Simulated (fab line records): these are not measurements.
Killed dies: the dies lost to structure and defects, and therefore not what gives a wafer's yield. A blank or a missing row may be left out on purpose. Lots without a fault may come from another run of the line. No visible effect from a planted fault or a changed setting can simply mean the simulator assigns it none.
8D (eight disciplines) problem report, filled in by code + flow berkeley-cmos170 + the parts of the form that need people (team, actions taken, sign-off) are left out

## 1. THE ISSUE
M1_AL_RS at UCB170_M1_RS_MEAS_01 reads a mean of 0.1083 ohm/sq on 1 wafer of 1 lot; wafers without a fault read 0.0486 ohm/sq with a standard deviation of 0.00049. So: +99 or more standard deviations from the usual mean.
The step: measures by four-point-probe.
First seen on wafer L284.5, day 10 19:23, on film-metro-03. At this step, 39 wafers from 13 lots have a number in the record. By rule, "out" or "out of limits" means more than 4 standard deviations away from the usual mean. The rest of the wafers with a number are treated as sound.

## 2. WHAT IT IS; WHAT IT IS NOT
| question                    | is                | is not                                                                 |
|-----------------------------|-------------------|------------------------------------------------------------------------|
| which readings at this step | M1_AL_RS          | -                                                                      |
| which lots                  | L284              | L267, L268, L269, L271, L272, L273, L275, L276, L277, L279, L280, L283 |
| which wafers of those lots  | L284.5            | L284.3, L284.4                                                         |
| read on which gauges        | film-metro-03     | film-metro-01, film-metro-04                                           |
| when                        | from day 10 19:23 | up to then (38 sound wafers)                                           |

## 3. SUSPECTS, AND WHAT RULES EACH OUT
Counting: if a tool at a process step up to the reading ran every lot that is out, it stays a suspect. Sound lots after the first of them don't rule it out here, since some wafers of a struck lot are sound.
- the gauge at UCB170_M1_RS_MEAS_01: ruled out. All the wafers that are out were read on film-metro-03, but those of them that UCB170_M1_METAL_ETCH_12 has rows for are out there too, on other tools.
- plasma-asher-01 at UCB170_BACKSIDE_STRIP_03 (strips in O2): kept. It ran the lot that is out, L284 (day 10 10:52); its last sound lot up to then is L283 (day 10 10:23).
- rtp-anneal-02 at UCB170_CONTACT_RTA_08 (time 10 s): kept. It ran the lot that is out, L284 (day 10 17:40); its last sound lot up to then is L280 (day 9 18:12).
- pvd-sputter-03 at UCB170_M1_SPUTTER_00 (material Al, target thk 600 nm, time 80 s): kept. It ran the lot that is out, L284 (day 10 19:17); its last sound lot up to then is L279 (day 9 21:04).
Still standing after the count: plasma-asher-01 at UCB170_BACKSIDE_STRIP_03, rtp-anneal-02 at UCB170_CONTACT_RTA_08, pvd-sputter-03 at UCB170_M1_SPUTTER_00.

## 4. THE CAUSE (what the simulator had put in)
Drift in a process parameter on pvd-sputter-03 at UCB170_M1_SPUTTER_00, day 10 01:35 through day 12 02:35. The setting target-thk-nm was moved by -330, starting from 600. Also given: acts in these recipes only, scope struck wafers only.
Of the 3 suspects that counting leaves, this tool is one.

## 5. THE CHAIN OF EFFECTS, in route order
Rows list readings where the struck wafers' mean (over those with a number) sits beyond 3 standard deviations from the usual. Readings are gone through only where the record gives a usual standard deviation; hours: the median, over the lots, of the time from a lot's start at the first step in this table giving one to that lot's start at this step; sigmas: the change measured in usual standard deviations.
| hours | step                    | reading        | usual         | on struck wafers | change  | sigmas      |
|-------|-------------------------|----------------|---------------|------------------|---------|-------------|
| 0     | UCB170_M1_RS_MEAS_01    | M1_AL_RS       | 0.0486 ohm/sq | 0.1083           | +0.0597 | +99 or more |
| 0     | UCB170_M1_THK_MEAS_02   | M1_AL_THK      | 596 nm        | 273              | -323    | -52         |
| 1     | UCB170_M1_METAL_ETCH_12 | oes-product-au | 0.864 a.u.    | 0.605            | -0.259  | -18         |
The process steps in it:
- UCB170_M1_METAL_ETCH_12: etches Al in Cl2/BCl3, stops on PSG, target depth 780 nm, time 130 s.

## 6. WHAT WOULD HAVE CAUGHT IT SOONER
The first out-of-limits reading at a measuring or inspecting step in this record came at day 10 19:23, 18 hours after the fault's start at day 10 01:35.
An alarm limit of 4 standard deviations would not have fired on the tool readings at UCB170_M1_SPUTTER_00 for which the record gives a usual standard deviation, since none of them was out on any struck wafer.
The start of UCB170_M1_SPUTTER_00 on pvd-sputter-03 came by day 10 19:23 for every one of the lots that are out (1). Had the tool been put on hold then, not one of them would have been saved.
